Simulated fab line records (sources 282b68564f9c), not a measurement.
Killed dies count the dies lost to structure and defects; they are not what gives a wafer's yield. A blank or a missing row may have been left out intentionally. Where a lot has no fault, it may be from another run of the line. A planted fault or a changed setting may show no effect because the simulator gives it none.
fab line records :: flow ritCmos
record:
  lots: 5
  wafers: 15
  lastDay: 7
route steps=202 shown PWELL@41 WELLDRIVE@50 NWELL@51 NRETRO@53
lots untouched by any fault: they come from a run of this same line in which no faults occurred
startH: hours from the record's first day to the start of the lot's first wafer shown :: waitH: hours since the lot's step before :: " the same as in the row above :: L1.1+2: a row that stands for several wafers :: - no value present, or no start provided :: * or withheld: withheld :: < > ~ a bound
route shown NAME@n: a module of which the file shows steps, and the number in the route of the first :: usual: mean/standard deviation of fault-free wafers :: same: alike in all rows :: chamber/n: place in a boat :: sites: each site's reading :: _std_site: standard deviation across them :: _edge_site: mean of outer sites minus mean of inner sites :: radiusMm: how far each site lies from the wafer's centre :: mask NAME#n: copy n :: behind: tool/chamber where the wafer was last shaped :: hold: why the lot went on hold/how many hours it stayed there/how the hold came to an end :: device: transistor that didn't switch, given as n, p or np :: end of line: the same wafers' tests at the end of the route :: a step given without rows: its recipe and nothing more :: killed: at the first sort, the dies lost to defects and structure; wafer yield is something else :: map: the dies of a wafer, with x for killed, . for not killed, _ for no die there
set.NAME: the run value of the setting; set.NAME@STEP: its run value at that earlier step :: model.NAME: the simulator's own value behind a step, which no gauge read
lots at some steps of the route; a table a step, a row a wafer
services: from which hour (startH, from the record's first day; less than 0 if before it) a tool's chamber was out of use, for how many hours, and why
== steps ==
step: RIT_PWELL_SOFTBAKE_02
recipe:
  resist: NOVOLAK
  tempC: 90
  timeS: 60
lot.wafer: L074.2+3+5
tool: lithoTrack-04
chamber: 0
startH: 25.58
waitH: 0.1

lot.wafer: L079.1+2+5
tool: lithoTrack-03
chamber: 0
startH: 46.37
waitH: 0.1

lot.wafer: L091.1+2+5
tool: lithoTrack-02
chamber: 0
startH: 106.10
waitH: 0.1

lot.wafer: L094.2+4+5
tool: lithoTrack-02
chamber: 0
startH: 122.10
waitH: 0.1

lot.wafer: L096.1+2+6
tool: lithoTrack-02
chamber: 0
startH: 132.15
waitH: 0.1
step: RIT_PWELL_EXPOSE_03
recipe:
  maskId: M3
  na: 0.57
  targetCdNm: 43700
  doseMj: 250
lot.wafer: L074.2+3+5
tool: ilineStepper-02
chamber: 0
startH: 25.85
waitH: 0.2
mask: M3#0

lot.wafer: L079.1+2+5
tool: ilineStepper-01
chamber: 0
startH: 46.65
waitH: 0.2
mask: M3#0

lot.wafer: L091.1+2+5
tool: ilineStepper-01
chamber: 0
startH: 106.38
waitH: 0.2
mask: M3#0

lot.wafer: L094.2+4+5
tool: ilineStepper-02
chamber: 0
startH: 122.37
waitH: 0.2
mask: M3#0

lot.wafer: L096.1+2+6
tool: ilineStepper-02
chamber: 0
startH: 132.30
waitH: 0.1
mask: M3#0
step: RIT_PWELL_PEB_04
recipe:
  resist: NOVOLAK
  tempC: withheld
  timeS: withheld
lot.wafer: L074.2+3+5
tool: lithoTrack-04
chamber: 0
startH: 25.97
waitH: 0.1

lot.wafer: L079.1+2+5
tool: lithoTrack-04
chamber: 0
startH: 46.84
waitH: 0.2

lot.wafer: L091.1+2+5
tool: lithoTrack-03
chamber: 0
startH: 106.49
waitH: 0.1

lot.wafer: L094.2+4+5
tool: lithoTrack-02
chamber: 0
startH: 122.49
waitH: 0.1

lot.wafer: L096.1+2+6
tool: lithoTrack-02
chamber: 0
startH: 132.42
waitH: 0.1
step: RIT_PWELL_DEVELOP_05
recipe:
  resist: NOVOLAK
  developTimeS: 68
  devTempC: 23
lot.wafer: L074.2+3+5
tool: lithoTrack-04
chamber: 0
startH: -
waitH: -

lot.wafer: L079.1+2+5
tool: lithoTrack-04
chamber: 0
startH: -
waitH: -

lot.wafer: L091.1+2+5
tool: lithoTrack-03
chamber: 0
startH: -
waitH: -

lot.wafer: L094.2+4+5
tool: lithoTrack-02
chamber: 0
startH: -
waitH: -

lot.wafer: L096.1+2+6
tool: lithoTrack-02
chamber: 0
startH: -
waitH: -
step: RIT_PWELL_OVL_MEAS_06
usual:
  PWELL_OVL: -1.1/1.2
lot.wafer: L074.2
tool: overlay-01
chamber: -
startH: 26.26
waitH: -
PWELL_OVL[nm]: -1.3

lot.wafer: L074.3
tool: overlay-01
chamber: -
startH: 26.26
waitH: -
PWELL_OVL[nm]: -0.4

lot.wafer: L074.5
tool: overlay-01
chamber: -
startH: 26.26
waitH: -
PWELL_OVL[nm]: 0.0

lot.wafer: L079.1
tool: overlay-02
chamber: -
startH: 47.16
waitH: -
PWELL_OVL[nm]: -1.3

lot.wafer: L079.2
tool: overlay-02
chamber: -
startH: 47.16
waitH: -
PWELL_OVL[nm]: -0.2

lot.wafer: L079.5
tool: overlay-02
chamber: -
startH: 47.16
waitH: -
PWELL_OVL[nm]: -3.6

lot.wafer: L091.1
tool: overlay-02
chamber: -
startH: 106.81
waitH: -
PWELL_OVL[nm]: -1.8

lot.wafer: L091.2
tool: overlay-02
chamber: -
startH: 106.81
waitH: -
PWELL_OVL[nm]: -1.6

lot.wafer: L091.5
tool: overlay-02
chamber: -
startH: 106.81
waitH: -
PWELL_OVL[nm]: -0.1

lot.wafer: L094.2
tool: overlay-02
chamber: -
startH: 122.79
waitH: -
PWELL_OVL[nm]: -0.8

lot.wafer: L094.4
tool: overlay-02
chamber: -
startH: 122.79
waitH: -
PWELL_OVL[nm]: -1.4

lot.wafer: L094.5
tool: overlay-02
chamber: -
startH: 122.79
waitH: -
PWELL_OVL[nm]: -1.5

lot.wafer: L096.1
tool: overlay-01
chamber: -
startH: 132.73
waitH: -
PWELL_OVL[nm]: -2.0

lot.wafer: L096.2
tool: overlay-01
chamber: -
startH: 132.73
waitH: -
PWELL_OVL[nm]: -1.0

lot.wafer: L096.6
tool: overlay-01
chamber: -
startH: 132.73
waitH: -
PWELL_OVL[nm]: -2.0
step: RIT_PWELL_HARDBAKE_07
recipe:
  resist: NOVOLAK
  tempC: 140
  timeS: 120
lot.wafer: L074.2+3+5
tool: lithoTrack-02
chamber: 0
startH: 26.34
waitH: 0.1

lot.wafer: L079.1+2+5
tool: lithoTrack-03
chamber: 0
startH: 47.19
waitH: 0.0

lot.wafer: L091.1+2+5
tool: lithoTrack-03
chamber: 0
startH: 106.84
waitH: 0.0

lot.wafer: L094.2+4+5
tool: lithoTrack-02
chamber: 0
startH: 122.86
waitH: 0.1

lot.wafer: L096.1+2+6
tool: lithoTrack-03
chamber: 0
startH: 132.77
waitH: 0.0
step: RIT_PWELL_IMPLANT_08
recipe:
  species: B
  energyKev: 170
  doseCm2: 7e+13
  tiltDeg: 7
lot.wafer: L074.2+3+5
tool: implanter-02
chamber: 0
startH: 26.57
waitH: 0.2

lot.wafer: L079.1+2+5
tool: implanter-03
chamber: 0
startH: 47.44
waitH: 0.2

lot.wafer: L091.1+2+5
tool: implanter-02
chamber: 0
startH: 107.09
waitH: 0.2

lot.wafer: L094.2+4+5
tool: implanter-03
chamber: 0
startH: 123.09
waitH: 0.2

lot.wafer: L096.1+2+6
tool: implanter-02
chamber: 0
startH: 133.02
waitH: 0.2
step: RIT_PWELL_STRIP_09
recipe:
  chemistry: O2
  timeS: 180
  resist: NOVOLAK
  platenTempC: withheld
  powerW: 500
  pressureMtorr: 4000
  o2FlowSccm: 4000
usual:
  drypumpMotorCurrentA: 5.7/0.53
  o2FlowSccm: 4001/11
lot.wafer: L074.2
tool: plasmaAsher-03
chamber: 1
startH: 26.69
waitH: 0.1
drypumpMotorCurrentA: 6.6
o2FlowSccm: 4000
rfHoursCounterH: 38

lot.wafer: L074.3
tool: plasmaAsher-03
chamber: 1
startH: 26.69
waitH: 0.1
drypumpMotorCurrentA: 6.6
o2FlowSccm: 4004
rfHoursCounterH: -

lot.wafer: L074.5
tool: plasmaAsher-03
chamber: 1
startH: 26.69
waitH: 0.1
drypumpMotorCurrentA: 6.6
o2FlowSccm: 4003
rfHoursCounterH: -

lot.wafer: L079.1
tool: plasmaAsher-03
chamber: 0
startH: 47.59
waitH: 0.1
drypumpMotorCurrentA: 5.6
o2FlowSccm: 3995
rfHoursCounterH: 41

lot.wafer: L079.2
tool: plasmaAsher-03
chamber: 1
startH: 47.59
waitH: 0.1
drypumpMotorCurrentA: 6.6
o2FlowSccm: 3998
rfHoursCounterH: 41

lot.wafer: L079.5
tool: plasmaAsher-03
chamber: 1
startH: 47.59
waitH: 0.1
drypumpMotorCurrentA: 6.6
o2FlowSccm: 3984
rfHoursCounterH: -

lot.wafer: L091.1
tool: plasmaAsher-04
chamber: 0
startH: 107.24
waitH: 0.1
drypumpMotorCurrentA: 6.2
o2FlowSccm: 4004
rfHoursCounterH: 48

lot.wafer: L091.2
tool: plasmaAsher-04
chamber: 1
startH: 107.24
waitH: 0.1
drypumpMotorCurrentA: 4.7
o2FlowSccm: 4006
rfHoursCounterH: 48

lot.wafer: L091.5
tool: plasmaAsher-04
chamber: 0
startH: 107.24
waitH: 0.1
drypumpMotorCurrentA: 6.2
o2FlowSccm: 4018
rfHoursCounterH: -

lot.wafer: L094.2
tool: plasmaAsher-04
chamber: 1
startH: 123.22
waitH: 0.1
drypumpMotorCurrentA: 4.7
o2FlowSccm: 4010
rfHoursCounterH: 50

lot.wafer: L094.4
tool: plasmaAsher-04
chamber: 0
startH: 123.22
waitH: 0.1
drypumpMotorCurrentA: 6.2
o2FlowSccm: 3996
rfHoursCounterH: -

lot.wafer: L094.5
tool: plasmaAsher-04
chamber: 1
startH: 123.22
waitH: 0.1
drypumpMotorCurrentA: 4.7
o2FlowSccm: 4000
rfHoursCounterH: -

lot.wafer: L096.1
tool: plasmaAsher-04
chamber: 0
startH: 133.17
waitH: 0.1
drypumpMotorCurrentA: 6.2
o2FlowSccm: 3995
rfHoursCounterH: 51

lot.wafer: L096.2
tool: plasmaAsher-04
chamber: 1
startH: 133.17
waitH: 0.1
drypumpMotorCurrentA: 4.8
o2FlowSccm: 3994
rfHoursCounterH: 51

lot.wafer: L096.6
tool: plasmaAsher-04
chamber: 1
startH: 133.17
waitH: 0.1
drypumpMotorCurrentA: 4.7
o2FlowSccm: 4006
rfHoursCounterH: -
step: RIT_PWELL_TW_MEAS_10
usual:
  PWELL_TW: 941/6.7
lot.wafer: L074.2
tool: filmMetro-04
chamber: -
startH: 26.88
waitH: 0.1
PWELL_TW: 949

lot.wafer: L074.3
tool: filmMetro-04
chamber: -
startH: 26.88
waitH: 0.1
PWELL_TW: 945

lot.wafer: L074.5
tool: filmMetro-04
chamber: -
startH: 26.88
waitH: 0.1
PWELL_TW: 941

lot.wafer: L079.1
tool: filmMetro-04
chamber: -
startH: 47.77
waitH: 0.1
PWELL_TW: 947

lot.wafer: L079.2
tool: filmMetro-04
chamber: -
startH: 47.77
waitH: 0.1
PWELL_TW: 946

lot.wafer: L079.5
tool: filmMetro-04
chamber: -
startH: 47.77
waitH: 0.1
PWELL_TW: 950

lot.wafer: L091.1
tool: filmMetro-02
chamber: -
startH: 107.42
waitH: 0.1
PWELL_TW: 940

lot.wafer: L091.2
tool: filmMetro-02
chamber: -
startH: 107.42
waitH: 0.1
PWELL_TW: 937

lot.wafer: L091.5
tool: filmMetro-02
chamber: -
startH: 107.42
waitH: 0.1
PWELL_TW: 942

lot.wafer: L094.2
tool: filmMetro-04
chamber: -
startH: 123.40
waitH: 0.1
PWELL_TW: 952

lot.wafer: L094.4
tool: filmMetro-04
chamber: -
startH: 123.40
waitH: 0.1
PWELL_TW: 944

lot.wafer: L094.5
tool: filmMetro-04
chamber: -
startH: 123.40
waitH: 0.1
PWELL_TW: 953

lot.wafer: L096.1
tool: filmMetro-03
chamber: -
startH: 133.34
waitH: 0.1
PWELL_TW: 935

lot.wafer: L096.2
tool: filmMetro-03
chamber: -
startH: 133.34
waitH: 0.1
PWELL_TW: 921

lot.wafer: L096.6
tool: filmMetro-03
chamber: -
startH: 133.34
waitH: 0.1
PWELL_TW: 927
step: RIT_WELLDRIVE_ANNEAL_00
recipe:
  tempC: 1100
  timeS: 14700
  ambient: N2
usual:
  spikeTcLoadC: 1129.5/2.1
  spikeTcSourceC: 1127/3
  zonePowerLoadPct: 40.6/2.7
lot.wafer: L074.2
tool: furnace-01
chamber: 0
startH: 27.51
waitH: 0.6
spikeTcLoadC: 1130.2
spikeTcSourceC: 1133
zonePowerLoadPct: 39.9

lot.wafer: L074.3
tool: furnace-01
chamber: 0
startH: 27.51
waitH: 0.6
spikeTcLoadC: 1129.5
spikeTcSourceC: 1131
zonePowerLoadPct: 39.5

lot.wafer: L074.5
tool: furnace-01
chamber: 0
startH: 27.51
waitH: 0.6
spikeTcLoadC: 1130.2
spikeTcSourceC: 1130
zonePowerLoadPct: 39.8

lot.wafer: L079.1
tool: furnace-04
chamber: 0
startH: 49.04
waitH: 1.3
spikeTcLoadC: 1126.9
spikeTcSourceC: 1126
zonePowerLoadPct: 38.9

lot.wafer: L079.2
tool: furnace-04
chamber: 0
startH: 49.04
waitH: 1.3
spikeTcLoadC: 1126.8
spikeTcSourceC: 1128
zonePowerLoadPct: 38.0

lot.wafer: L079.5
tool: furnace-04
chamber: 0
startH: 49.04
waitH: 1.3
spikeTcLoadC: 1127.7
spikeTcSourceC: 1124
zonePowerLoadPct: 38.5

lot.wafer: L091.1
tool: furnace-02
chamber: 0
startH: 107.48
waitH: 0.1
spikeTcLoadC: 1133.7
spikeTcSourceC: 1124
zonePowerLoadPct: 44.8

lot.wafer: L091.2
tool: furnace-02
chamber: 0
startH: 107.48
waitH: 0.1
spikeTcLoadC: 1132.2
spikeTcSourceC: 1124
zonePowerLoadPct: 45.2

lot.wafer: L091.5
tool: furnace-02
chamber: 0
startH: 107.48
waitH: 0.1
spikeTcLoadC: 1130.8
spikeTcSourceC: 1124
zonePowerLoadPct: 44.4

lot.wafer: L094.2
tool: furnace-04
chamber: 0
startH: 124.27
waitH: 0.9
spikeTcLoadC: 1127.3
spikeTcSourceC: 1126
zonePowerLoadPct: 38.1

lot.wafer: L094.4
tool: furnace-04
chamber: 0
startH: 124.27
waitH: 0.9
spikeTcLoadC: 1127.0
spikeTcSourceC: 1125
zonePowerLoadPct: 39.1

lot.wafer: L094.5
tool: furnace-04
chamber: 0
startH: 124.27
waitH: 0.9
spikeTcLoadC: 1127.4
spikeTcSourceC: 1126
zonePowerLoadPct: 37.9

lot.wafer: L096.1
tool: furnace-01
chamber: 0
startH: 133.40
waitH: 0.1
spikeTcLoadC: 1129.5
spikeTcSourceC: 1130
zonePowerLoadPct: 40.3

lot.wafer: L096.2
tool: furnace-01
chamber: 0
startH: 133.40
waitH: 0.1
spikeTcLoadC: 1129.5
spikeTcSourceC: 1130
zonePowerLoadPct: 39.6

lot.wafer: L096.6
tool: furnace-01
chamber: 0
startH: 133.40
waitH: 0.1
spikeTcLoadC: 1128.7
spikeTcSourceC: 1129
zonePowerLoadPct: 39.3
step: RIT_WELLDRIVE_RS_MEAS_01
recipe:
  thkMeasGauge: four-point-probe
usual:
  NWELL_RS: 275.2/0.68
lot.wafer: L074.2
tool: filmMetro-02
chamber: -
startH: 32.61
waitH: 0.0
NWELL_RS[ohm/sq]: 276.7

lot.wafer: L074.3
tool: filmMetro-02
chamber: -
startH: 32.61
waitH: 0.0
NWELL_RS[ohm/sq]: 276.7

lot.wafer: L074.5
tool: filmMetro-02
chamber: -
startH: 32.61
waitH: 0.0
NWELL_RS[ohm/sq]: 276.0

lot.wafer: L079.1
tool: filmMetro-04
chamber: -
startH: 54.13
waitH: 0.0
NWELL_RS[ohm/sq]: 274.9

lot.wafer: L079.2
tool: filmMetro-04
chamber: -
startH: 54.13
waitH: 0.0
NWELL_RS[ohm/sq]: 275.1

lot.wafer: L079.5
tool: filmMetro-04
chamber: -
startH: 54.13
waitH: 0.0
NWELL_RS[ohm/sq]: 275.4

lot.wafer: L091.1
tool: filmMetro-03
chamber: -
startH: 112.56
waitH: 0.0
NWELL_RS[ohm/sq]: 275.1

lot.wafer: L091.2
tool: filmMetro-03
chamber: -
startH: 112.56
waitH: 0.0
NWELL_RS[ohm/sq]: 275.0

lot.wafer: L091.5
tool: filmMetro-03
chamber: -
startH: 112.56
waitH: 0.0
NWELL_RS[ohm/sq]: 275.3

lot.wafer: L094.2
tool: filmMetro-02
chamber: -
startH: 129.37
waitH: 0.0
NWELL_RS[ohm/sq]: 275.2

lot.wafer: L094.4
tool: filmMetro-02
chamber: -
startH: 129.37
waitH: 0.0
NWELL_RS[ohm/sq]: 275.4

lot.wafer: L094.5
tool: filmMetro-02
chamber: -
startH: 129.37
waitH: 0.0
NWELL_RS[ohm/sq]: 275.4

lot.wafer: L096.1
tool: filmMetro-02
chamber: -
startH: 138.49
waitH: 0.0
NWELL_RS[ohm/sq]: 275.1

lot.wafer: L096.2
tool: filmMetro-02
chamber: -
startH: 138.49
waitH: 0.0
NWELL_RS[ohm/sq]: 275.3

lot.wafer: L096.6
tool: filmMetro-02
chamber: -
startH: 138.49
waitH: 0.0
NWELL_RS[ohm/sq]: 275.2
step: RIT_WELLDRIVE_RS_MEAS_02
recipe:
  thkMeasGauge: four-point-probe
usual:
  PWELL_RS: 429.9/1.2
lot.wafer: L074.2
tool: filmMetro-02
chamber: -
startH: 32.73
waitH: 0.1
PWELL_RS[ohm/sq]: 429.8

lot.wafer: L074.3
tool: filmMetro-02
chamber: -
startH: 32.73
waitH: 0.1
PWELL_RS[ohm/sq]: 428.3

lot.wafer: L074.5
tool: filmMetro-02
chamber: -
startH: 32.73
waitH: 0.1
PWELL_RS[ohm/sq]: 428.9

lot.wafer: L079.1
tool: filmMetro-04
chamber: -
startH: 54.25
waitH: 0.1
PWELL_RS[ohm/sq]: 430.8

lot.wafer: L079.2
tool: filmMetro-04
chamber: -
startH: 54.25
waitH: 0.1
PWELL_RS[ohm/sq]: 429.8

lot.wafer: L079.5
tool: filmMetro-04
chamber: -
startH: 54.25
waitH: 0.1
PWELL_RS[ohm/sq]: 429.5

lot.wafer: L091.1
tool: filmMetro-03
chamber: -
startH: 112.68
waitH: 0.1
PWELL_RS[ohm/sq]: 429.0

lot.wafer: L091.2
tool: filmMetro-03
chamber: -
startH: 112.68
waitH: 0.1
PWELL_RS[ohm/sq]: 430.6

lot.wafer: L091.5
tool: filmMetro-03
chamber: -
startH: 112.68
waitH: 0.1
PWELL_RS[ohm/sq]: 429.6

lot.wafer: L094.2
tool: filmMetro-02
chamber: -
startH: 129.49
waitH: 0.1
PWELL_RS[ohm/sq]: 430.2

lot.wafer: L094.4
tool: filmMetro-02
chamber: -
startH: 129.49
waitH: 0.1
PWELL_RS[ohm/sq]: 431.5

lot.wafer: L094.5
tool: filmMetro-02
chamber: -
startH: 129.49
waitH: 0.1
PWELL_RS[ohm/sq]: 430.6

lot.wafer: L096.1
tool: filmMetro-02
chamber: -
startH: 138.61
waitH: 0.1
PWELL_RS[ohm/sq]: 428.6

lot.wafer: L096.2
tool: filmMetro-02
chamber: -
startH: 138.61
waitH: 0.1
PWELL_RS[ohm/sq]: 428.8

lot.wafer: L096.6
tool: filmMetro-02
chamber: -
startH: 138.61
waitH: 0.1
PWELL_RS[ohm/sq]: 428.9
step: RIT_NRETRO_HMDS_00
recipe:
  primeTimeS: 60
  primeTempC: 140
lot.wafer: L074.2+3+5
tool: lithoTrack-02
chamber: 0
startH: 32.86
waitH: 0.1

lot.wafer: L079.1+2+5
tool: lithoTrack-03
chamber: 0
startH: 54.37
waitH: 0.1

lot.wafer: L091.1+2+5
tool: lithoTrack-02
chamber: 0
startH: 112.80
waitH: 0.1

lot.wafer: L094.2+4+5
tool: lithoTrack-03
chamber: 0
startH: 129.62
waitH: 0.1

lot.wafer: L096.1+2+6
tool: lithoTrack-02
chamber: 0
startH: 138.73
waitH: 0.1
step: RIT_NRETRO_COAT_01
recipe:
  resist: NOVOLAK
  spinRpm: 2000
  resistThkNm: 1300
usual:
  spinSpeedRpm: 1999.9/1.3
lot.wafer: L074.2
tool: lithoTrack-02
chamber: 0
startH: 33.01
waitH: 0.1
spinSpeedRpm: 1999.0

lot.wafer: L074.3
tool: lithoTrack-02
chamber: 0
startH: 33.01
waitH: 0.1
spinSpeedRpm: 2000.5

lot.wafer: L074.5
tool: lithoTrack-02
chamber: 0
startH: 33.01
waitH: 0.1
spinSpeedRpm: 1999.5

lot.wafer: L079.1
tool: lithoTrack-03
chamber: 0
startH: 54.52
waitH: 0.1
spinSpeedRpm: 2000.9

lot.wafer: L079.2
tool: lithoTrack-03
chamber: 0
startH: 54.52
waitH: 0.1
spinSpeedRpm: 1999.6

lot.wafer: L079.5
tool: lithoTrack-03
chamber: 0
startH: 54.52
waitH: 0.1
spinSpeedRpm: 2002.0

lot.wafer: L091.1
tool: lithoTrack-02
chamber: 0
startH: 112.95
waitH: 0.1
spinSpeedRpm: 1997.1

lot.wafer: L091.2
tool: lithoTrack-02
chamber: 0
startH: 112.95
waitH: 0.1
spinSpeedRpm: 1998.8

lot.wafer: L091.5
tool: lithoTrack-02
chamber: 0
startH: 112.95
waitH: 0.1
spinSpeedRpm: 2000.2

lot.wafer: L094.2
tool: lithoTrack-03
chamber: 0
startH: 129.77
waitH: 0.1
spinSpeedRpm: 1997.1

lot.wafer: L094.4
tool: lithoTrack-03
chamber: 0
startH: 129.77
waitH: 0.1
spinSpeedRpm: 2001.0

lot.wafer: L094.5
tool: lithoTrack-03
chamber: 0
startH: 129.77
waitH: 0.1
spinSpeedRpm: 2000.5

lot.wafer: L096.1
tool: lithoTrack-02
chamber: 0
startH: 138.88
waitH: 0.1
spinSpeedRpm: 1999.6

lot.wafer: L096.2
tool: lithoTrack-02
chamber: 0
startH: 138.88
waitH: 0.1
spinSpeedRpm: 1999.2

lot.wafer: L096.6
tool: lithoTrack-02
chamber: 0
startH: 138.88
waitH: 0.1
spinSpeedRpm: 1998.3
step: RIT_NRETRO_SOFTBAKE_02
recipe:
  resist: NOVOLAK
  tempC: 90
  timeS: 60
lot.wafer: L074.2+3+5
tool: lithoTrack-02
chamber: 0
startH: 33.16
waitH: 0.1

lot.wafer: L079.1+2+5
tool: lithoTrack-03
chamber: 0
startH: 54.67
waitH: 0.1

lot.wafer: L091.1+2+5
tool: lithoTrack-02
chamber: 0
startH: 113.10
waitH: 0.1

lot.wafer: L094.2+4+5
tool: lithoTrack-03
chamber: 0
startH: 129.92
waitH: 0.1

lot.wafer: L096.1+2+6
tool: lithoTrack-02
chamber: 0
startH: 139.03
waitH: 0.1
step: RIT_NRETRO_EXPOSE_03
recipe:
  maskId: M4
  na: 0.57
  targetCdNm: 43900
  doseMj: 250
lot.wafer: L074.2+3+5
tool: ilineStepper-02
chamber: 0
startH: 33.43
waitH: 0.2
mask: M4#0

lot.wafer: L079.1+2+5
tool: ilineStepper-02
chamber: 0
startH: 54.82
waitH: 0.1
mask: M4#0

lot.wafer: L091.1+2+5
tool: ilineStepper-01
chamber: 0
startH: 113.25
waitH: 0.1
mask: M4#0

lot.wafer: L094.2+4+5
tool: ilineStepper-01
chamber: 0
startH: 130.19
waitH: 0.2
mask: M4#0

lot.wafer: L096.1+2+6
tool: ilineStepper-01
chamber: 0
startH: 139.30
waitH: 0.2
mask: M4#0
== services ==
tool: furnace-02
chamber: -
startH: 23.27
hours: 4.4
kind: pm

tool: furnace-04
chamber: -
startH: 26.33
hours: 3.3
kind: pm

tool: ilineStepper-01
chamber: -
startH: 80.09
hours: 0.9
kind: repair

tool: ilineStepper-01
chamber: -
startH: 103.95
hours: 2.1
kind: pm

tool: furnace-01
chamber: -
startH: 104.25
hours: 4.7
kind: pm

tool: ilineStepper-01
chamber: -
startH: 106.03
hours: -
kind: consumableReplace:lamp
== key ==
fault none
